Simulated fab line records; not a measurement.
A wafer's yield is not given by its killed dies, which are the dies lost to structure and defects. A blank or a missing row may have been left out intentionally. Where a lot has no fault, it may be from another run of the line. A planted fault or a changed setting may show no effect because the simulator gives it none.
The tool behind it: which one? || flow rit_cmos || 13 lots with 39 wafers sampled at 6 steps, on a route of 202 steps

## WHAT EACH GAUGE READ, for each wafer
RIT_ACTIVE_THK_MEAS_04.
{"lot": "L191", "measured": "day 1 18:33", "on": "film_metro-03", "ACTIVE_NITRIDE_THK (nm)": "146.9 147.6 147.8"}
{"lot": "L192", "measured": "day 1 23:32", "on": "film_metro-04", "ACTIVE_NITRIDE_THK (nm)": "147.8 147.6 148.5"}
{"lot": "L193", "measured": "day 2 04:32", "on": "film_metro-04", "ACTIVE_NITRIDE_THK (nm)": "148.8 148.7 148.5"}
{"lot": "L194", "measured": "day 2 09:34", "on": "film_metro-04", "ACTIVE_NITRIDE_THK (nm)": "150.3 150.9 149.5"}
{"lot": "L195", "measured": "day 2 14:32", "on": "film_metro-03", "ACTIVE_NITRIDE_THK (nm)": "148.7 150.8 149.6"}
{"lot": "L196", "measured": "day 2 19:32", "on": "film_metro-04", "ACTIVE_NITRIDE_THK (nm)": "147.7 147.7 148.3"}
{"lot": "L198", "measured": "day 3 05:32", "on": "film_metro-02", "ACTIVE_NITRIDE_THK (nm)": "149.1 150.4 149.0"}
{"lot": "L199", "measured": "day 3 10:53", "on": "film_metro-02", "ACTIVE_NITRIDE_THK (nm)": "149.6 149.3 150.8"}
{"lot": "L209", "measured": "day 5 12:33", "on": "film_metro-02", "ACTIVE_NITRIDE_THK (nm)": "149.4 150.0 150.7"}
{"lot": "L210", "measured": "day 5 17:32", "on": "film_metro-03", "ACTIVE_NITRIDE_THK (nm)": "151.7 152.0 151.4"}
{"lot": "L211", "measured": "day 5 23:55", "on": "film_metro-03", "ACTIVE_NITRIDE_THK (nm)": "149.8 147.2 148.8"}
{"lot": "L212", "measured": "day 6 03:32", "on": "film_metro-04", "ACTIVE_NITRIDE_THK (nm)": "148.6 149.7 148.1"}
{"lot": "L213", "measured": "day 6 08:33", "on": "film_metro-02", "ACTIVE_NITRIDE_THK (nm)": "150.1 150.0 150.0"}

RIT_NRETRO_OVL_MEAS_06.
{"lot": "L191", "measured": "day 2 10:59", "on": "overlay-01", "NRETRO_OVL (nm)": "0.2 1.3 -1.0"}
{"lot": "L192", "measured": "day 2 15:39", "on": "overlay-01", "NRETRO_OVL (nm)": "-0.5 1.0 0.2"}
{"lot": "L193", "measured": "day 2 20:50", "on": "overlay-01", "NRETRO_OVL (nm)": "-1.3 -1.5 -1.5"}
{"lot": "L194", "measured": "day 3 00:57", "on": "overlay-01", "NRETRO_OVL (nm)": "-1.9 -0.2 -0.4"}
{"lot": "L195", "measured": "day 3 05:52", "on": "overlay-01", "NRETRO_OVL (nm)": "2.2 2.0 0.9"}
{"lot": "L196", "measured": "day 3 11:20", "on": "overlay-01", "NRETRO_OVL (nm)": "-0.9 -1.1 0.6"}
{"lot": "L198", "measured": "day 3 21:28", "on": "overlay-01", "NRETRO_OVL (nm)": "-0.8 -0.5 -0.9"}
{"lot": "L199", "measured": "day 4 02:09", "on": "overlay-01", "NRETRO_OVL (nm)": "- - -"}
{"lot": "L209", "measured": "day 6 04:32", "on": "overlay-02", "NRETRO_OVL (nm)": "-2.1 -2.1 -2.8"}
{"lot": "L210", "measured": "day 6 09:07", "on": "overlay-02", "NRETRO_OVL (nm)": "-1.7 -3.0 -0.9"}
{"lot": "L211", "measured": "day 6 15:16", "on": "overlay-02", "NRETRO_OVL (nm)": "-1.7 -2.8 -1.0"}
{"lot": "L212", "measured": "day 6 20:09", "on": "overlay-01", "NRETRO_OVL (nm)": "-0.8 0.6 0.4"}
{"lot": "L213", "measured": "day 7 01:29", "on": "overlay-02", "NRETRO_OVL (nm)": "-0.4 -0.2 0.0"}

RIT_NRETRO_TW_MEAS_10.
{"lot": "L191", "measured": "day 2 11:37", "on": "film_metro-03", "NRETRO_TW": "1062 1063 1062"}
{"lot": "L192", "measured": "day 2 16:16", "on": "film_metro-04", "NRETRO_TW": "1057 1055 1064"}
{"lot": "L193", "measured": "day 2 21:27", "on": "film_metro-03", "NRETRO_TW": "1060 1060 1061"}
{"lot": "L194", "measured": "day 3 01:34", "on": "film_metro-04", "NRETRO_TW": "1051 1042 1048"}
{"lot": "L195", "measured": "day 3 06:28", "on": "film_metro-04", "NRETRO_TW": "1057 1059 1054"}
{"lot": "L196", "measured": "day 3 11:57", "on": "film_metro-03", "NRETRO_TW": "1072 1065 1069"}
{"lot": "L198", "measured": "day 3 22:05", "on": "film_metro-03", "NRETRO_TW": "1067 1066 1071"}
{"lot": "L199", "measured": "day 4 02:46", "on": "film_metro-04", "NRETRO_TW": "30 30 30 30 30 30"}
{"lot": "L209", "measured": "day 6 05:09", "on": "film_metro-03", "NRETRO_TW": "1059 1059 1057"}
{"lot": "L210", "measured": "day 6 09:43", "on": "film_metro-02", "NRETRO_TW": "1054 1053 1048"}
{"lot": "L211", "measured": "day 6 15:52", "on": "film_metro-04", "NRETRO_TW": "1064 1061 1059"}
{"lot": "L212", "measured": "day 6 20:46", "on": "film_metro-04", "NRETRO_TW": "1056 1063 1063"}
{"lot": "L213", "measured": "day 7 02:06", "on": "film_metro-03", "NRETRO_TW": "1064 1063 1064"}

RIT_PSD_OVL_MEAS_06.
{"lot": "L191", "measured": "day 3 06:14", "on": "overlay-01", "PSD_OVL (nm)": "2.7 1.8 3.2"}
{"lot": "L192", "measured": "day 3 10:03", "on": "overlay-02", "PSD_OVL (nm)": "1.3 1.6 2.4"}
{"lot": "L193", "measured": "day 3 15:26", "on": "overlay-01", "PSD_OVL (nm)": "1.5 1.7 -0.6"}
{"lot": "L194", "measured": "day 3 19:40", "on": "overlay-01", "PSD_OVL (nm)": "1.5 1.9 -0.2"}
{"lot": "L195", "measured": "day 4 01:57", "on": "overlay-02", "PSD_OVL (nm)": "0.8 -1.1 0.1"}
{"lot": "L196", "measured": "day 4 07:34", "on": "overlay-02", "PSD_OVL (nm)": "2.2 1.8 0.2"}
{"lot": "L198", "measured": "day 4 15:58", "on": "overlay-02", "PSD_OVL (nm)": "-1.4 0.5 -0.5"}
{"lot": "L209", "measured": "day 6 22:52", "on": "overlay-02", "PSD_OVL (nm)": "-0.3 -1.5 0.8"}
{"lot": "L210", "measured": "day 7 04:19", "on": "overlay-01", "PSD_OVL (nm)": "1.3 0.6 0.6"}
{"lot": "L211", "measured": "day 7 10:02", "on": "overlay-02", "PSD_OVL (nm)": "1.0 1.1 1.7"}
{"lot": "L212", "measured": "day 7 16:23", "on": "overlay-02", "PSD_OVL (nm)": "-0.8 -1.8 -0.5"}
{"lot": "L213", "measured": "day 8 00:22", "on": "overlay-02", "PSD_OVL (nm)": "0.1 0.5 -0.6"}

## WHICH TOOL RAN EACH LOT (tool, then ch and the chambers of the sampled wafers, then the start)
{"lot": "L191", "RIT_NRETRO_EXPOSE_03": "iline_stepper-02 ch 0, day 2 10:35", "RIT_NLDD_STRIP_09": "plasma_asher-04 ch 0,1, day 2 23:35"}
{"lot": "L192", "RIT_NRETRO_EXPOSE_03": "iline_stepper-02 ch 0, day 2 15:13", "RIT_NLDD_STRIP_09": "plasma_asher-02 ch 1, day 3 03:11"}
{"lot": "L193", "RIT_NRETRO_EXPOSE_03": "iline_stepper-01 ch 0, day 2 20:25", "RIT_NLDD_STRIP_09": "plasma_asher-04 ch 0,1, day 3 08:43"}
{"lot": "L194", "RIT_NRETRO_EXPOSE_03": "iline_stepper-02 ch 0, day 3 00:28", "RIT_NLDD_STRIP_09": "plasma_asher-04 ch 0,1, day 3 13:08"}
{"lot": "L195", "RIT_NRETRO_EXPOSE_03": "iline_stepper-02 ch 0, day 3 05:26", "RIT_NLDD_STRIP_09": "plasma_asher-03 ch 0,1, day 3 18:10"}
{"lot": "L196", "RIT_NRETRO_EXPOSE_03": "iline_stepper-01 ch 0, day 3 10:55", "RIT_NLDD_STRIP_09": "plasma_asher-04 ch 0,1, day 4 00:35"}
{"lot": "L198", "RIT_NRETRO_EXPOSE_03": "iline_stepper-01 ch 0, day 3 21:04", "RIT_NLDD_STRIP_09": "plasma_asher-03 ch 0,1, day 4 09:13"}
{"lot": "L199", "RIT_NRETRO_EXPOSE_03": "iline_stepper-01 ch 0, day 4 01:43", "RIT_NLDD_STRIP_09": "-"}
{"lot": "L209", "RIT_NRETRO_EXPOSE_03": "iline_stepper-02 ch 0, day 6 04:08", "RIT_NLDD_STRIP_09": "plasma_asher-04 ch 0,1, day 6 16:12"}
{"lot": "L210", "RIT_NRETRO_EXPOSE_03": "iline_stepper-02 ch 0, day 6 08:29", "RIT_NLDD_STRIP_09": "plasma_asher-04 ch 0,1, day 6 21:29"}
{"lot": "L211", "RIT_NRETRO_EXPOSE_03": "iline_stepper-02 ch 0, day 6 14:50", "RIT_NLDD_STRIP_09": "plasma_asher-03 ch 0,1, day 7 03:20"}
{"lot": "L212", "RIT_NRETRO_EXPOSE_03": "iline_stepper-02 ch 0, day 6 19:43", "RIT_NLDD_STRIP_09": "plasma_asher-03 ch 0,1, day 7 09:34"}
{"lot": "L213", "RIT_NRETRO_EXPOSE_03": "iline_stepper-01 ch 0, day 7 01:04", "RIT_NLDD_STRIP_09": "plasma_asher-03 ch 0,1, day 7 17:11"}
- RIT_NRETRO_EXPOSE_03: exposes mask M4, target cd 43900 nm.
- RIT_NLDD_STRIP_09: strips in O2, time 180 s.

## AS READ BY THE TOOLS THEMSELVES (means over the sampled wafers that have a number; for cases with no such wafer, the mark the record gives instead)
RIT_NLDD_STRIP_09.
{"lot": "L191", "tool": "plasma_asher-04", "drypump_motor_current_A (A)": 6.0}
{"lot": "L192", "tool": "plasma_asher-02", "drypump_motor_current_A (A)": 4.9}
{"lot": "L193", "tool": "plasma_asher-04", "drypump_motor_current_A (A)": 6.2}
{"lot": "L194", "tool": "plasma_asher-04", "drypump_motor_current_A (A)": 6.2}
{"lot": "L195", "tool": "plasma_asher-03", "drypump_motor_current_A (A)": 6.0}
{"lot": "L196", "tool": "plasma_asher-04", "drypump_motor_current_A (A)": 6.0}
{"lot": "L198", "tool": "plasma_asher-03", "drypump_motor_current_A (A)": 6.0}
{"lot": "L209", "tool": "plasma_asher-04", "drypump_motor_current_A (A)": 6.0}
{"lot": "L210", "tool": "plasma_asher-04", "drypump_motor_current_A (A)": 6.2}
{"lot": "L211", "tool": "plasma_asher-03", "drypump_motor_current_A (A)": 5.9}
{"lot": "L212", "tool": "plasma_asher-03", "drypump_motor_current_A (A)": 5.9}
{"lot": "L213", "tool": "plasma_asher-03", "drypump_motor_current_A (A)": 5.9}

## THE ANSWER, worked out from the rows above alone
Rule: the lots themselves supply what counts as usual. The widest of any qualifying gaps counts: lots, ordered by their means at a reading, are off when they make up no more than a third of the lots, leave a main group of 4 or more, and stand apart from it by 3 or more times the standard deviation of that group's means. A main group whose means are all the same, to the digits that the tables above print for the reading, isn't used. A lot without any number at a reading at which 4 lots or more have one is off too. Where the step has rows for the other lots, those lots are counted as sound. First the gauges in route order, then the tools' own readings, where a lot's mean is used as printed above. The first step at which some lot is off is used, and at that step the reading that is off furthest; a lot without a number counts as furthest.
Off: at RIT_NRETRO_OVL_MEAS_06 (NRETRO_OVL), L199. Without a number there: L199. Main group: mean -0.6 nm, sd 1.1.
A tool fits if, at a process step before that reading, it ran every lot that is off, and no sound lot after the first of them. The gauges at RIT_NRETRO_OVL_MEAS_06 aren't tried: what is off there is off at RIT_NRETRO_TW_MEAS_10 too, on other tools, and a gauge's error can't cause that. Of those tried, none fits.

## WHAT THE SIMULATOR HAD PUT IN
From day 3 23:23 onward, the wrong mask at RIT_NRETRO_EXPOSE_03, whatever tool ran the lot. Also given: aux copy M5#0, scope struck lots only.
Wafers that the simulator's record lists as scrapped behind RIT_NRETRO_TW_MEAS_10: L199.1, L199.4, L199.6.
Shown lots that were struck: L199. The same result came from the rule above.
